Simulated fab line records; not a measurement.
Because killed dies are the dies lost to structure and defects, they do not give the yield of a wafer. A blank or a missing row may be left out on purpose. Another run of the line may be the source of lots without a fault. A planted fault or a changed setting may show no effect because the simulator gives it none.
Problem report, 8D (eight disciplines) form, completed by code || flow rit_cmos || the parts of the form that need people (team, actions taken, sign-off) are left out

== 1. PROBLEM STATEMENT ==
Wafers without a fault read 19.999, standard deviation 0.006; beam_energy_keV at RIT_PLDD_IMPLANT_08 reads a mean of 20.217 on 6 wafers belonging to 2 lots. That is +36 standard deviations from the usual mean.
The first sign was on wafer L488.3 at day 5 01:21, on implanter-02. The record has a number at this step for 42 wafers belonging to 14 lots. Rule for "out", or "out of limits": more than 4 standard deviations from the usual mean. Any other wafer with a number is counted as sound.

== 2. WHAT IT IS AND WHAT IT IS NOT ==
{"question": "which readings at this step", "is": "beam_energy_keV", "is not": "-"}
{"question": "which lots", "is": "L488, L493", "is not": "L478, L479, L480, L482, L483, L484, L486, L487, L496, L498, L499, L500"}
{"question": "which wafers of those lots", "is": "all that have a number", "is not": "-"}
{"question": "read on which tools", "is": "implanter-02", "is not": "implanter-01, implanter-03"}
{"question": "when", "is": "from day 5 01:21", "is not": "up to then (24 sound wafers); but 12 sound wafers of L496, L498, L499, L500 came after"}

== 3. THE SUSPECTS, EACH WITH WHAT RULES IT OUT ==
Counting: a tool at a process step up to the reading stays a suspect if it ran every lot that is out and no sound lot after the first of them.
- implanter-02 at RIT_PLDD_IMPLANT_08: kept. Every lot that is out went through it, starting with L488 (day 5 01:21), and after that it ran no sound lot; the last sound lot it ran before then is L486 (day 4 12:25). Its own readings are out on those wafers: beam_energy_keV.
The count leaves implanter-02 at RIT_PLDD_IMPLANT_08.

== 4. THE CAUSE (what the simulator had put in) ==
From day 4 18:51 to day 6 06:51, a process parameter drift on implanter-02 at RIT_PLDD_IMPLANT_08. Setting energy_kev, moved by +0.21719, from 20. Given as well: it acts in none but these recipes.
Counting left only this tool.

== 5. SEQUENCE OF EFFECTS, ordered by route ==
Each row: a reading whose mean over the struck wafers that have a number lies more than 3 standard deviations from the usual. Scope: only readings with a usual standard deviation given in the record; hours: median across lots of the time from each lot's start at the first step in this table that gives one to its start at this step; sigmas: change in usual standard deviations.
{"hours": 0, "step": "RIT_PLDD_IMPLANT_08", "reading": "beam_energy_keV", "usual": 19.999, "on struck wafers": 20.217, "change": "+0.218", "sigmas": "+36"}
Here are the process steps it includes:
- RIT_PLDD_IMPLANT_08

== 6. WHAT WOULD HAVE CAUGHT IT SOONER ==
First out-of-limits reading in this record: day 5 01:21, which is 6 hours after fault onset at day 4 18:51.
